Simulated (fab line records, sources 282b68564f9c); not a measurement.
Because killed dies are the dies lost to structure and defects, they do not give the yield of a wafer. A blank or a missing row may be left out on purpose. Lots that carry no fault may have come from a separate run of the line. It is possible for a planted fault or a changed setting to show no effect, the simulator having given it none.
fab line records :: flow ritCmos
[record]
  lots = 14
  wafers = 42
  lastDay = 7
route steps=202 shown GATE@81
lots that met no fault: from a run of the same line without faults
startH: start of the lot's first displayed wafer, in hours after the record's first day :: waitH: hours since the lot's step before :: " unchanged from the row above :: L1.1+2: a single row standing in for several wafers :: - either no value or no given start :: * or withheld: withheld :: < > ~ a bound
route shown NAME@n: names a module that has steps shown in the file, with the first one's number in the route :: usual: mean/standard deviation taken from wafers without a fault :: same: alike in all rows :: chamber/n: place in a boat :: sites: each site's reading :: _std_site: standard deviation of those values :: _edge_site: outer sites' mean less inner sites' :: radiusMm: how far each site lies from the wafer's centre :: mask NAME#n: copy n :: behind: tool/chamber where the wafer was last shaped :: hold: what put the lot on hold/how long, in hours/how the hold closed :: device: whichever transistor did not switch (one of n, p or np) :: end of line: the route-end tests of the same wafers :: step lacking rows: just its recipe :: killed: at the first sort, the dies lost to defects and structure; wafer yield is something else :: map: the dies of a wafer, with x for killed, . for not killed, _ for no die there
set.NAME: the setting as run; set.NAME@STEP: as run at that earlier step :: model.NAME: the simulator's own value behind a step, which no gauge read
one table for each step of the route and one row for each wafer, over a sample of lots
services: when a tool's chamber went out of use (startH, in hours from the record's first day, below 0 if earlier), for how many hours, and the reason
[[steps]]
[step RIT_GATE_OXIDATION_05]
[recipe]
  tempC = 900
  ambient = O2
  targetThkA = 30
  oxTimeS = 270
[usual]
  spikeTcCentreC = 902.5/1
  spikeTcLoadC = 926.1/1.8
  tubeCenterTempC = 900.01/0.08
  tube_center_temp_C_max = 902.3/0.35
[same]
  oxTimeS = 270
lot.wafer: L275.3
tool: furnace-03
chamber: 0
startH: 32.52
waitH: 0.0
spikeTcCentreC: 902.8
spikeTcLoadC: 927.0
tubeCenterTempC: 899.98
tube_center_temp_C_max: 902.1

lot.wafer: L275.4
tool: furnace-03
chamber: 0
startH: 32.52
waitH: 0.0
spikeTcCentreC: 902.3
spikeTcLoadC: 926.3
tubeCenterTempC: 899.91
tube_center_temp_C_max: 902.0

lot.wafer: L275.5
tool: furnace-03
chamber: 0
startH: 32.52
waitH: 0.0
spikeTcCentreC: 902.8
spikeTcLoadC: 927.0
tubeCenterTempC: 899.97
tube_center_temp_C_max: 902.5

lot.wafer: L276.1
tool: furnace-03
chamber: 0
startH: 37.05
waitH: 0.6
spikeTcCentreC: 902.9
spikeTcLoadC: 927.0
tubeCenterTempC: 900.02
tube_center_temp_C_max: 902.7

lot.wafer: L276.5
tool: furnace-03
chamber: 0
startH: 37.05
waitH: 0.6
spikeTcCentreC: 901.2
spikeTcLoadC: 927.0
tubeCenterTempC: 900.31
tube_center_temp_C_max: 902.6

lot.wafer: L276.6
tool: furnace-03
chamber: 0
startH: 37.05
waitH: 0.6
spikeTcCentreC: 901.5
spikeTcLoadC: 926.9
tubeCenterTempC: 900.01
tube_center_temp_C_max: 902.2

lot.wafer: L277.1
tool: furnace-02
chamber: 0
startH: 43.71
waitH: 0.1
spikeTcCentreC: 904.2
spikeTcLoadC: 926.1
tubeCenterTempC: 899.95
tube_center_temp_C_max: 902.6

lot.wafer: L277.4
tool: furnace-02
chamber: 0
startH: 43.71
waitH: 0.1
spikeTcCentreC: 903.1
spikeTcLoadC: 927.4
tubeCenterTempC: 900
tube_center_temp_C_max: 902.7

lot.wafer: L277.5
tool: furnace-02
chamber: 0
startH: 43.71
waitH: 0.1
spikeTcCentreC: 900.5
spikeTcLoadC: 927.2
tubeCenterTempC: 899.87
tube_center_temp_C_max: 902.6

lot.wafer: L278.1
tool: furnace-03
chamber: 0
startH: 48.95
waitH: 0.1
spikeTcCentreC: 902.8
spikeTcLoadC: 925.3
tubeCenterTempC: 899.92
tube_center_temp_C_max: 902.3

lot.wafer: L278.2
tool: furnace-03
chamber: 0
startH: 48.95
waitH: 0.1
spikeTcCentreC: 900.5
spikeTcLoadC: 927.4
tubeCenterTempC: 899.99
tube_center_temp_C_max: 902.3

lot.wafer: L278.5
tool: furnace-03
chamber: 0
startH: 48.95
waitH: 0.1
spikeTcCentreC: 902.7
spikeTcLoadC: 927.4
tubeCenterTempC: 900.02
tube_center_temp_C_max: 903.3

lot.wafer: L279.2
tool: furnace-02
chamber: 0
startH: 53.41
waitH: 0.1
spikeTcCentreC: 902.4
spikeTcLoadC: 926.6
tubeCenterTempC: 900.03
tube_center_temp_C_max: 902.3

lot.wafer: L279.5
tool: furnace-02
chamber: 0
startH: 53.41
waitH: 0.1
spikeTcCentreC: 901.6
spikeTcLoadC: 926.5
tubeCenterTempC: 900.03
tube_center_temp_C_max: 902.3

lot.wafer: L279.6
tool: furnace-02
chamber: 0
startH: 53.41
waitH: 0.1
spikeTcCentreC: 902.9
spikeTcLoadC: 927.4
tubeCenterTempC: 900.16
tube_center_temp_C_max: 902.9

lot.wafer: L280.1
tool: furnace-03
chamber: 0
startH: 57.61
waitH: 0.1
spikeTcCentreC: 900.8
spikeTcLoadC: 928.5
tubeCenterTempC: 900.05
tube_center_temp_C_max: 903.1

lot.wafer: L280.2
tool: furnace-03
chamber: 0
startH: 57.61
waitH: 0.1
spikeTcCentreC: 901.6
spikeTcLoadC: 927.2
tubeCenterTempC: 899.85
tube_center_temp_C_max: 901.7

lot.wafer: L280.4
tool: furnace-03
chamber: 0
startH: 57.61
waitH: 0.1
spikeTcCentreC: 904.3
spikeTcLoadC: 925.9
tubeCenterTempC: 899.94
tube_center_temp_C_max: 901.8

lot.wafer: L281.2
tool: furnace-03
chamber: 0
startH: 62.05
waitH: 0.4
spikeTcCentreC: 906.9
spikeTcLoadC: 933.1
tubeCenterTempC: 905.58
tube_center_temp_C_max: 907.5

lot.wafer: L281.3
tool: furnace-03
chamber: 0
startH: 62.05
waitH: 0.4
spikeTcCentreC: 907.2
spikeTcLoadC: 933.6
tubeCenterTempC: 905.56
tube_center_temp_C_max: 907.7

lot.wafer: L281.6
tool: furnace-03
chamber: 0
startH: 62.05
waitH: 0.4
spikeTcCentreC: 905.5
spikeTcLoadC: 932.1
tubeCenterTempC: 905.66
tube_center_temp_C_max: 907.8

lot.wafer: L285.1
tool: furnace-02
chamber: 0
startH: 82.45
waitH: 0.8
spikeTcCentreC: 902.2
spikeTcLoadC: 925.1
tubeCenterTempC: 899.85
tube_center_temp_C_max: 902.1

lot.wafer: L285.2
tool: furnace-02
chamber: 0
startH: 82.45
waitH: 0.8
spikeTcCentreC: 903.6
spikeTcLoadC: 925.2
tubeCenterTempC: 900.01
tube_center_temp_C_max: 902.1

lot.wafer: L285.4
tool: furnace-02
chamber: 0
startH: 82.45
waitH: 0.8
spikeTcCentreC: 901.7
spikeTcLoadC: 925.6
tubeCenterTempC: 899.95
tube_center_temp_C_max: 902.5

lot.wafer: L287.1
tool: furnace-02
chamber: 0
startH: 96.01
waitH: 0.3
spikeTcCentreC: 902.9
spikeTcLoadC: 927.6
tubeCenterTempC: 900.12
tube_center_temp_C_max: 902.1

lot.wafer: L287.4
tool: furnace-02
chamber: 0
startH: 96.01
waitH: 0.3
spikeTcCentreC: 902.9
spikeTcLoadC: 927.5
tubeCenterTempC: 900.05
tube_center_temp_C_max: 902.3

lot.wafer: L287.5
tool: furnace-02
chamber: 0
startH: 96.01
waitH: 0.3
spikeTcCentreC: 900.9
spikeTcLoadC: 925.7
tubeCenterTempC: 900.08
tube_center_temp_C_max: 902.2

lot.wafer: L288.2
tool: furnace-03
chamber: 0
startH: 100.21
waitH: 0.0
spikeTcCentreC: 909.6
spikeTcLoadC: 930.9
tubeCenterTempC: 905.55
tube_center_temp_C_max: 907.5

lot.wafer: L288.3
tool: furnace-03
chamber: 0
startH: 100.21
waitH: 0.0
spikeTcCentreC: 908.7
spikeTcLoadC: 929.6
tubeCenterTempC: 905.53
tube_center_temp_C_max: 908.2

lot.wafer: L288.4
tool: furnace-03
chamber: 0
startH: 100.21
waitH: 0.0
spikeTcCentreC: 908.2
spikeTcLoadC: 930.6
tubeCenterTempC: 905.56
tube_center_temp_C_max: 907.6

lot.wafer: L289.4
tool: furnace-02
chamber: 0
startH: 104.58
waitH: 0.0
spikeTcCentreC: 902.1
spikeTcLoadC: 924.9
tubeCenterTempC: 900
tube_center_temp_C_max: 902.4

lot.wafer: L289.5
tool: furnace-02
chamber: 0
startH: 104.58
waitH: 0.0
spikeTcCentreC: 901.7
spikeTcLoadC: 926.4
tubeCenterTempC: 899.89
tube_center_temp_C_max: 902.6

lot.wafer: L289.6
tool: furnace-02
chamber: 0
startH: 104.58
waitH: 0.0
spikeTcCentreC: 903.0
spikeTcLoadC: 925.2
tubeCenterTempC: 900
tube_center_temp_C_max: 902.2

lot.wafer: L291.1
tool: furnace-04
chamber: 0
startH: 113.72
waitH: 0.1
spikeTcCentreC: 901.9
spikeTcLoadC: 923.1
tubeCenterTempC: 899.96
tube_center_temp_C_max: 902.1

lot.wafer: L291.3
tool: furnace-04
chamber: 0
startH: 113.72
waitH: 0.1
spikeTcCentreC: 901.5
spikeTcLoadC: 922.4
tubeCenterTempC: 900
tube_center_temp_C_max: 902.0

lot.wafer: L291.4
tool: furnace-04
chamber: 0
startH: 113.72
waitH: 0.1
spikeTcCentreC: 900.3
spikeTcLoadC: 921.4
tubeCenterTempC: 899.99
tube_center_temp_C_max: 902.1

lot.wafer: L297.1
tool: furnace-02
chamber: 0
startH: 142.11
waitH: 0.4
spikeTcCentreC: 901.3
spikeTcLoadC: 926.0
tubeCenterTempC: 899.96
tube_center_temp_C_max: 902.6

lot.wafer: L297.2
tool: furnace-02
chamber: 0
startH: 142.11
waitH: 0.4
spikeTcCentreC: 902.1
spikeTcLoadC: 927.2
tubeCenterTempC: 899.85
tube_center_temp_C_max: 902.3

lot.wafer: L297.6
tool: furnace-02
chamber: 0
startH: 142.11
waitH: 0.4
spikeTcCentreC: 902.5
spikeTcLoadC: 924.6
tubeCenterTempC: 899.93
tube_center_temp_C_max: 901.6

lot.wafer: L298.4
tool: furnace-02
chamber: 0
startH: 148.27
waitH: 0.3
spikeTcCentreC: 903.3
spikeTcLoadC: 926.9
tubeCenterTempC: 900.03
tube_center_temp_C_max: 902.5

lot.wafer: L298.5
tool: furnace-02
chamber: 0
startH: 148.27
waitH: 0.3
spikeTcCentreC: 902.9
spikeTcLoadC: 925.5
tubeCenterTempC: 900.19
tube_center_temp_C_max: 902.1

lot.wafer: L298.6
tool: furnace-02
chamber: 0
startH: 148.27
waitH: 0.3
spikeTcCentreC: 905.3
spikeTcLoadC: 925.7
tubeCenterTempC: 899.99
tube_center_temp_C_max: 902.0
[step RIT_GATE_THK_MEAS_07]
[recipe]
  reads = SiO2_of_GATE_OXIDATION_05
[usual]
  GATE_OXIDE_THK = 3.02/0.058
lot.wafer: L275.3
tool: filmMetro-02
chamber: -
startH: 33.87
waitH: 0.0
GATE_OXIDE_THK[nm]: 3.06

lot.wafer: L275.4
tool: filmMetro-02
chamber: -
startH: 33.87
waitH: 0.0
GATE_OXIDE_THK[nm]: 2.99

lot.wafer: L275.5
tool: filmMetro-02
chamber: -
startH: 33.87
waitH: 0.0
GATE_OXIDE_THK[nm]: 2.97

lot.wafer: L276.1
tool: filmMetro-02
chamber: -
startH: 40.06
waitH: 0.0
GATE_OXIDE_THK[nm]: 3.00

lot.wafer: L276.5
tool: filmMetro-02
chamber: -
startH: 40.06
waitH: 0.0
GATE_OXIDE_THK[nm]: 2.93

lot.wafer: L276.6
tool: filmMetro-02
chamber: -
startH: 40.06
waitH: 0.0
GATE_OXIDE_THK[nm]: 2.89

lot.wafer: L277.1
tool: filmMetro-03
chamber: -
startH: 45.03
waitH: 0.0
GATE_OXIDE_THK[nm]: 3.09

lot.wafer: L277.4
tool: filmMetro-03
chamber: -
startH: 45.03
waitH: 0.0
GATE_OXIDE_THK[nm]: 3.08

lot.wafer: L277.5
tool: filmMetro-03
chamber: -
startH: 45.03
waitH: 0.0
GATE_OXIDE_THK[nm]: 3.11

lot.wafer: L278.1
tool: filmMetro-02
chamber: -
startH: 50.27
waitH: 0.0
GATE_OXIDE_THK[nm]: 3.01

lot.wafer: L278.2
tool: filmMetro-02
chamber: -
startH: 50.27
waitH: 0.0
GATE_OXIDE_THK[nm]: 3.01

lot.wafer: L278.5
tool: filmMetro-02
chamber: -
startH: 50.27
waitH: 0.0
GATE_OXIDE_THK[nm]: 3.05

lot.wafer: L279.2
tool: filmMetro-01
chamber: -
startH: 54.74
waitH: 0.0
GATE_OXIDE_THK[nm]: 3.16

lot.wafer: L279.5
tool: filmMetro-01
chamber: -
startH: 54.74
waitH: 0.0
GATE_OXIDE_THK[nm]: 3.05

lot.wafer: L279.6
tool: filmMetro-01
chamber: -
startH: 54.74
waitH: 0.0
GATE_OXIDE_THK[nm]: 3.07

lot.wafer: L280.1
tool: filmMetro-02
chamber: -
startH: 58.94
waitH: 0.0
GATE_OXIDE_THK[nm]: 3.00

lot.wafer: L280.2
tool: filmMetro-02
chamber: -
startH: 58.94
waitH: 0.0
GATE_OXIDE_THK[nm]: 3.08

lot.wafer: L280.4
tool: filmMetro-02
chamber: -
startH: 58.94
waitH: 0.0
GATE_OXIDE_THK[nm]: 2.99

lot.wafer: L281.2
tool: filmMetro-01
chamber: -
startH: 63.39
waitH: 0.0
GATE_OXIDE_THK[nm]: 3.24

lot.wafer: L281.3
tool: filmMetro-01
chamber: -
startH: 63.39
waitH: 0.0
GATE_OXIDE_THK[nm]: 3.11

lot.wafer: L281.6
tool: filmMetro-01
chamber: -
startH: 63.39
waitH: 0.0
GATE_OXIDE_THK[nm]: 3.23

lot.wafer: L285.1
tool: filmMetro-01
chamber: -
startH: 83.77
waitH: 0.0
GATE_OXIDE_THK[nm]: 3.00

lot.wafer: L285.2
tool: filmMetro-01
chamber: -
startH: 83.77
waitH: 0.0
GATE_OXIDE_THK[nm]: 3.03

lot.wafer: L285.4
tool: filmMetro-01
chamber: -
startH: 83.77
waitH: 0.0
GATE_OXIDE_THK[nm]: 3.06

lot.wafer: L287.1
tool: filmMetro-03
chamber: -
startH: 97.41
waitH: 0.0
GATE_OXIDE_THK[nm]: 3.05

lot.wafer: L287.4
tool: filmMetro-03
chamber: -
startH: 97.41
waitH: 0.0
GATE_OXIDE_THK[nm]: 3.06

lot.wafer: L287.5
tool: filmMetro-03
chamber: -
startH: 97.41
waitH: 0.0
GATE_OXIDE_THK[nm]: 3.10

lot.wafer: L288.2
tool: filmMetro-01
chamber: -
startH: 102.31
waitH: 0.0
GATE_OXIDE_THK[nm]: 3.26

lot.wafer: L288.3
tool: filmMetro-01
chamber: -
startH: 102.31
waitH: 0.0
GATE_OXIDE_THK[nm]: 3.14

lot.wafer: L288.4
tool: filmMetro-01
chamber: -
startH: 102.31
waitH: 0.0
GATE_OXIDE_THK[nm]: 3.18

lot.wafer: L289.4
tool: filmMetro-03
chamber: -
startH: 105.93
waitH: 0.0
GATE_OXIDE_THK[nm]: 3.06

lot.wafer: L289.5
tool: filmMetro-03
chamber: -
startH: 105.93
waitH: 0.0
GATE_OXIDE_THK[nm]: 2.97

lot.wafer: L289.6
tool: filmMetro-03
chamber: -
startH: 105.93
waitH: 0.0
GATE_OXIDE_THK[nm]: 3.04

lot.wafer: L291.1
tool: filmMetro-03
chamber: -
startH: 115.04
waitH: 0.0
GATE_OXIDE_THK[nm]: 3.01

lot.wafer: L291.3
tool: filmMetro-03
chamber: -
startH: 115.04
waitH: 0.0
GATE_OXIDE_THK[nm]: 3.01

lot.wafer: L291.4
tool: filmMetro-03
chamber: -
startH: 115.04
waitH: 0.0
GATE_OXIDE_THK[nm]: 3.02

lot.wafer: L297.1
tool: filmMetro-02
chamber: -
startH: 143.43
waitH: 0.0
GATE_OXIDE_THK[nm]: 3.05

lot.wafer: L297.2
tool: filmMetro-02
chamber: -
startH: 143.43
waitH: 0.0
GATE_OXIDE_THK[nm]: 2.94

lot.wafer: L297.6
tool: filmMetro-02
chamber: -
startH: 143.43
waitH: 0.0
GATE_OXIDE_THK[nm]: 3.00

lot.wafer: L298.4
tool: filmMetro-03
chamber: -
startH: 149.62
waitH: 0.0
GATE_OXIDE_THK[nm]: 3.06

lot.wafer: L298.5
tool: filmMetro-03
chamber: -
startH: 149.62
waitH: 0.0
GATE_OXIDE_THK[nm]: 2.89

lot.wafer: L298.6
tool: filmMetro-03
chamber: -
startH: 149.62
waitH: 0.0
GATE_OXIDE_THK[nm]: 3.04
[[services]]
tool: furnace-03
chamber: -
startH: 31.21
hours: 1.1
kind: repair

tool: furnace-04
chamber: -
startH: 34.86
hours: 3.6
kind: pm

tool: furnace-03
chamber: -
startH: 88.27
hours: 2.9
kind: pm
[[key]]
[firstSign]
  step = RIT_GATE_OXIDATION_05
  reading = tubeCenterTempC
  direction = up
  sigmas = 62
  usual = *
  struck = *
[effect]
  step = RIT_GATE_OXIDATION_05
  reading = tube_center_temp_C_max
  direction = up
  sigmas = 15
  usual = *
  struck = *
[effect]
  step = RIT_GATE_THK_MEAS_07
  reading = GATE_OXIDE_THK
  direction = up
  sigmas = 3
  usual = 3.02
  struck = 3.19
metAt RIT_GATE_OXIDATION_05
struckLots L281,L288
testerLeftOut L281,L288
onsetBetween 57.61 62.05
[fault]
  kind = processParameterDrift
  tool = furnace-03
  chamber = -
  onsetH = 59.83
  steps = RIT_GATE_OXIDATION_05
  channel = tempC
  offset = *
  shape = step
  endH = 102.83
  actsIn = *
  stated = *
// testerLeftOut: of these lots the tester's yield and bins aren't shown, on N5 and GAA mostly nor the transistor test; their killed dies are dies lost to structure and defects alone, not to doping, threshold or leakage, so they don't give the yield
